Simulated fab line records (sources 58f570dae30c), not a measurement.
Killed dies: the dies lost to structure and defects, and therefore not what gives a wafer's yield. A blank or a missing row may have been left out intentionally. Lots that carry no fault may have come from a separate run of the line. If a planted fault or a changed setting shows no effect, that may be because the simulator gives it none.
Lot-split experiment / flow berkeley cmos170 / on a route of 331 steps: 5 lots, 23 wafers read

## ON THE SPLIT
At UCB170_M1_PEB_07, the setting peb temp c was moved away from the recipe's 130 C on 8 of the 23 wafers read, by -2.3% to +1.2%. This setting was run at the recipe's value on the other wafers.

## FROM THE SPLIT TO THE READING: what the file shows between them, 1 step
- UCB170_M1_DEVELOP_08: develop time 45 s

## THE READING
cd nm at UCB170_M1_CD_MEAS_09, given in nm (cd target 700 nm). On this fab line, fault-free wafers typically give 699.8 nm with a standard deviation of 1.4 nm.

wafer=L076.1; tool, chamber at the split=litho track-01, 0; peb temp c as run, C=130; against the recipe=recipe; cd nm, nm=697.3; against lot-mates on the recipe=-
wafer=L076.3; tool, chamber at the split=litho track-01, 0; peb temp c as run, C=130; against the recipe=recipe; cd nm, nm=698.7; against lot-mates on the recipe=-
wafer=L076.4; tool, chamber at the split=litho track-01, 0; peb temp c as run, C=130; against the recipe=recipe; cd nm, nm=691.4; against lot-mates on the recipe=-
wafer=L076.5; tool, chamber at the split=litho track-01, 0; peb temp c as run, C=130; against the recipe=recipe; cd nm, nm=691.7; against lot-mates on the recipe=-
wafer=L076.6; tool, chamber at the split=litho track-01, 0; peb temp c as run, C=130; against the recipe=recipe; cd nm, nm=690.5; against lot-mates on the recipe=-
wafer=L077.1; tool, chamber at the split=litho track-02, 0; peb temp c as run, C=130; against the recipe=recipe; cd nm, nm=702.6; against lot-mates on the recipe=-
wafer=L077.2; tool, chamber at the split=litho track-02, 0; peb temp c as run, C=131.2; against the recipe=+0.9%; cd nm, nm=691.0; against lot-mates on the recipe=-11.2
wafer=L077.3; tool, chamber at the split=litho track-02, 0; peb temp c as run, C=130; against the recipe=recipe; cd nm, nm=701.8; against lot-mates on the recipe=-
wafer=L077.4; tool, chamber at the split=litho track-02, 0; peb temp c as run, C=131.2; against the recipe=+0.9%; cd nm, nm=690.7; against lot-mates on the recipe=-11.5
wafer=L077.6; tool, chamber at the split=litho track-02, 0; peb temp c as run, C=131.2; against the recipe=+0.9%; cd nm, nm=695.3; against lot-mates on the recipe=-6.9
wafer=L079.2; tool, chamber at the split=litho track-01, 0; peb temp c as run, C=130; against the recipe=recipe; cd nm, nm=708.7; against lot-mates on the recipe=-
wafer=L079.3; tool, chamber at the split=litho track-01, 0; peb temp c as run, C=127; against the recipe=-2.3%; cd nm, nm=721.6; against lot-mates on the recipe=+15.4
wafer=L079.4; tool, chamber at the split=litho track-01, 0; peb temp c as run, C=130; against the recipe=recipe; cd nm, nm=708.8; against lot-mates on the recipe=-
wafer=L079.5; tool, chamber at the split=litho track-01, 0; peb temp c as run, C=127; against the recipe=-2.3%; cd nm, nm=721.7; against lot-mates on the recipe=+15.5
wafer=L079.6; tool, chamber at the split=litho track-01, 0; peb temp c as run, C=130; against the recipe=recipe; cd nm, nm=701.1; against lot-mates on the recipe=-
wafer=L082.2; tool, chamber at the split=litho track-02, 0; peb temp c as run, C=130; against the recipe=recipe; cd nm, nm=699.5; against lot-mates on the recipe=-
wafer=L082.3; tool, chamber at the split=litho track-02, 0; peb temp c as run, C=130; against the recipe=recipe; cd nm, nm=698.5; against lot-mates on the recipe=-
wafer=L082.6; tool, chamber at the split=litho track-02, 0; peb temp c as run, C=130; against the recipe=recipe; cd nm, nm=699.2; against lot-mates on the recipe=-
wafer=L084.1; tool, chamber at the split=litho track-02, 0; peb temp c as run, C=131.5; against the recipe=+1.2%; cd nm, nm=689.0; against lot-mates on the recipe=-10.8
wafer=L084.3; tool, chamber at the split=litho track-02, 0; peb temp c as run, C=130; against the recipe=recipe; cd nm, nm=699.9; against lot-mates on the recipe=-
wafer=L084.4; tool, chamber at the split=litho track-02, 0; peb temp c as run, C=131.5; against the recipe=+1.2%; cd nm, nm=689.3; against lot-mates on the recipe=-10.5
wafer=L084.5; tool, chamber at the split=litho track-02, 0; peb temp c as run, C=131.5; against the recipe=+1.2%; cd nm, nm=690.8; against lot-mates on the recipe=-9.0
wafer=L084.6; tool, chamber at the split=litho track-02, 0; peb temp c as run, C=130; against the recipe=recipe; cd nm, nm=699.6; against lot-mates on the recipe=-

THE FIT
A straight line over all 23 wafers: cd nm changes by -9.09 nm for each +1% of peb temp c; r = -0.88; the points scatter about the line by 4.5 nm.
The same after taking each lot's own level away (the mean of its wafers on the recipe; 23 wafers): -7.69 nm for each +1%; r = -0.94; scatter 2.6 nm.
The reading moves by 18 nm for the largest change in peb temp c, on that fit.
Measured against the standard deviation above, the lots' own levels, which go from 693.92 to 706.20 nm, span 8.8 times it.
So the slope is not independent of the lot-to-lot level: the two fits are not the same.
Check: for one of the wafers moved furthest among these (-2.3%), held out of the fit, the line's prediction against its lot-mates is +18 nm. Against them it came out at +15.4 nm.

## OTHER SPLITS APPLIED TO THESE WAFERS
Other splits were also applied to these wafers ahead of the reading. Each is held against what the fit with the lots' levels taken away leaves over:
other split on the same wafers=UCB170_NSD_EXPOSE_03 dose mj; wafers away from the commonest value=3; r with cd nm (lot level and that fit taken away)=-0.02
other split on the same wafers=UCB170_SILICIDE_SPUTTER_01 time s; wafers away from the commonest value=6; r with cd nm (lot level and that fit taken away)=+0.05
other split on the same wafers=UCB170_M1_EXPOSE_06 dose mj; wafers away from the commonest value=8; r with cd nm (lot level and that fit taken away)=-0.49

## THE WHOLE CHAIN: every reading that the file lists as answering this split, in the file's order
step=UCB170_M1_CD_MEAS_09; what it does=target cd 700 nm; reading=cd nm; change (the file's fit)=-7.51 nm for each +1% of the setting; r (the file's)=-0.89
step=UCB170_M1_ETCH_11; what it does=etches BARC in N2/H2; reading=M1.cd nm (the simulator's own value, which no gauge read); change (the file's fit)=-7.42 nm for each +1% of the setting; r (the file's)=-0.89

## FILE'S OWN FIT
cd nm changes by -7.51 nm for each +1% of peb temp c, r = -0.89.
